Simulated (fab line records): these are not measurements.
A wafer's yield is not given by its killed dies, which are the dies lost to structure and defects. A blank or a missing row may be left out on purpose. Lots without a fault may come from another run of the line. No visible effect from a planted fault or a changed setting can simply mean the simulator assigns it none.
Commonality check across tools || flow berkeley-cmos170 || Sample size 15 lots and 54 wafers

## WHAT PROMPTED THE OPENING
At UCB170_NWELL_TW_MEAS_16 the reading NWELL_TW is flagged on 3 of 15 lots. No-fault wafers: 1243, standard deviation 6.8.
Rule: a lot gets a flag if all its wafers with a number sit over 4 standard deviations from that mean, or if no wafer of it has a number. As for the other lots, they are considered sound.

{"lot": "L266", "measured": "day 2 11:01", "on": "film-metro-04", "NWELL_TW, wafer by wafer": "1250 1247 1251", "flag": ""}
{"lot": "L267", "measured": "day 2 11:17", "on": "film-metro-02", "NWELL_TW, wafer by wafer": "1250 1249 1246", "flag": ""}
{"lot": "L268", "measured": "day 2 20:03", "on": "film-metro-04", "NWELL_TW, wafer by wafer": "1249 1243 1245", "flag": ""}
{"lot": "L273", "measured": "day 4 01:01", "on": "film-metro-02", "NWELL_TW, wafer by wafer": "1283 1286 1289 1287 1282 1280", "flag": "FLAGGED"}
{"lot": "L275", "measured": "day 4 05:23", "on": "film-metro-04", "NWELL_TW, wafer by wafer": "1248 1250 1246", "flag": ""}
{"lot": "L276", "measured": "day 4 15:19", "on": "film-metro-01", "NWELL_TW, wafer by wafer": "1273 1278 1285 1285 1279 1279", "flag": "FLAGGED"}
{"lot": "L278", "measured": "day 5 02:26", "on": "film-metro-04", "NWELL_TW, wafer by wafer": "1283 1287 1287 1286 1292 1292", "flag": "FLAGGED"}
{"lot": "L279", "measured": "day 5 02:43", "on": "film-metro-02", "NWELL_TW, wafer by wafer": "1244 1246 1240", "flag": ""}
{"lot": "L281", "measured": "day 5 13:31", "on": "film-metro-01", "NWELL_TW, wafer by wafer": "1237 1240 1238", "flag": ""}
{"lot": "L282", "measured": "day 6 01:01", "on": "film-metro-04", "NWELL_TW, wafer by wafer": "1236 1251 1239", "flag": ""}
{"lot": "L284", "measured": "day 6 06:32", "on": "film-metro-01", "NWELL_TW, wafer by wafer": "1246 1240 1240", "flag": ""}
{"lot": "L286", "measured": "day 6 13:13", "on": "film-metro-01", "NWELL_TW, wafer by wafer": "1231 1235 1234", "flag": ""}
{"lot": "L285", "measured": "day 6 13:30", "on": "film-metro-02", "NWELL_TW, wafer by wafer": "1246 1247 1249", "flag": ""}
{"lot": "L288", "measured": "day 7 01:07", "on": "film-metro-04", "NWELL_TW, wafer by wafer": "1247 1240 1245", "flag": ""}
{"lot": "L289", "measured": "day 7 09:07", "on": "film-metro-04", "NWELL_TW, wafer by wafer": "1244 1250 1244", "flag": ""}
The numbers of the flagged lots are 1284 on average: +41 against the usual, or +6 standard deviations.

## LOT BY LOT: THE TOOL USED
The record holds 1 process step before the reading, out of a route of 331 steps. Cell contents, in order: the tool; ch with the chambers the sampled wafers went through; the start.
{"lot": "L266", "flag": "", "UCB170_NWELL_IMPLANT_14": "implanter-04 ch 0, day 2 10:46"}
{"lot": "L267", "flag": "", "UCB170_NWELL_IMPLANT_14": "implanter-04 ch 0, day 2 11:05"}
{"lot": "L268", "flag": "", "UCB170_NWELL_IMPLANT_14": "implanter-01 ch 0, day 2 19:49"}
{"lot": "L273", "flag": "FLAGGED", "UCB170_NWELL_IMPLANT_14": "implanter-04 ch 0, day 4 00:46"}
{"lot": "L275", "flag": "", "UCB170_NWELL_IMPLANT_14": "implanter-01 ch 0, day 4 05:09"}
{"lot": "L276", "flag": "FLAGGED", "UCB170_NWELL_IMPLANT_14": "implanter-04 ch 0, day 4 15:05"}
{"lot": "L278", "flag": "FLAGGED", "UCB170_NWELL_IMPLANT_14": "implanter-04 ch 0, day 5 02:11"}
{"lot": "L279", "flag": "", "UCB170_NWELL_IMPLANT_14": "implanter-02 ch 0, day 5 02:30"}
{"lot": "L281", "flag": "", "UCB170_NWELL_IMPLANT_14": "implanter-02 ch 0, day 5 13:16"}
{"lot": "L282", "flag": "", "UCB170_NWELL_IMPLANT_14": "implanter-02 ch 0, day 6 00:46"}
{"lot": "L284", "flag": "", "UCB170_NWELL_IMPLANT_14": "implanter-01 ch 0, day 6 06:17"}
{"lot": "L286", "flag": "", "UCB170_NWELL_IMPLANT_14": "implanter-02 ch 0, day 6 12:58"}
{"lot": "L285", "flag": "", "UCB170_NWELL_IMPLANT_14": "implanter-01 ch 0, day 6 13:15"}
{"lot": "L288", "flag": "", "UCB170_NWELL_IMPLANT_14": "implanter-02 ch 0, day 7 00:55"}
{"lot": "L289", "flag": "", "UCB170_NWELL_IMPLANT_14": "implanter-01 ch 0, day 7 08:52"}
What the steps here do:
- UCB170_NWELL_IMPLANT_14
- UCB170_NWELL_TW_MEAS_16

## FLAGGED AGAINST TOTAL, ONE TOOL AT A TIME (gauges that did the reading follow at the end)
{"step": "UCB170_NWELL_IMPLANT_14", "tool": "implanter-01", "lots run": 5, "flagged": 0, "share of the flagged lots": "none", "sound lots run after its first flagged lot": "-"}
{"step": "UCB170_NWELL_IMPLANT_14", "tool": "implanter-02", "lots run": 5, "flagged": 0, "share of the flagged lots": "none", "sound lots run after its first flagged lot": "-"}
{"step": "UCB170_NWELL_IMPLANT_14", "tool": "implanter-04", "lots run": 5, "flagged": 3, "share of the flagged lots": "all", "sound lots run after its first flagged lot": 0}
{"step": "UCB170_NWELL_TW_MEAS_16", "tool": "film-metro-01", "lots run": 4, "flagged": 1, "share of the flagged lots": "some", "sound lots run after its first flagged lot": "3 (L281,L284,L286)"}
{"step": "UCB170_NWELL_TW_MEAS_16", "tool": "film-metro-02", "lots run": 4, "flagged": 1, "share of the flagged lots": "some", "sound lots run after its first flagged lot": "2 (L279,L285)"}
{"step": "UCB170_NWELL_TW_MEAS_16", "tool": "film-metro-04", "lots run": 7, "flagged": 1, "share of the flagged lots": "some", "sound lots run after its first flagged lot": "3 (L282,L288,L289)"}

## WHAT THE TABLE ALLOWS
1 row of the table ran every flagged lot: implanter-04 at UCB170_NWELL_IMPLANT_14.
- implanter-04 at UCB170_NWELL_IMPLANT_14: 3 of its 5 lots flagged. A fault beginning between L267 (day 2 11:05), its last sound lot, and L273 (day 4 00:46), its first flagged one, fits the data. Its own readings (beam-energy-keV) fall more than 4 standard deviations out on all wafers of the flagged lots.
One tool is left: implanter-04 at UCB170_NWELL_IMPLANT_14.

## WHAT THE SIMULATOR PUT IN
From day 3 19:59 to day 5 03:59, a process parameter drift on implanter-04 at UCB170_NWELL_IMPLANT_14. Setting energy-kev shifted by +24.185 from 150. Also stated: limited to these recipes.
Lots struck among those shown: L273, L276, L278. The rule above reached the same finding.
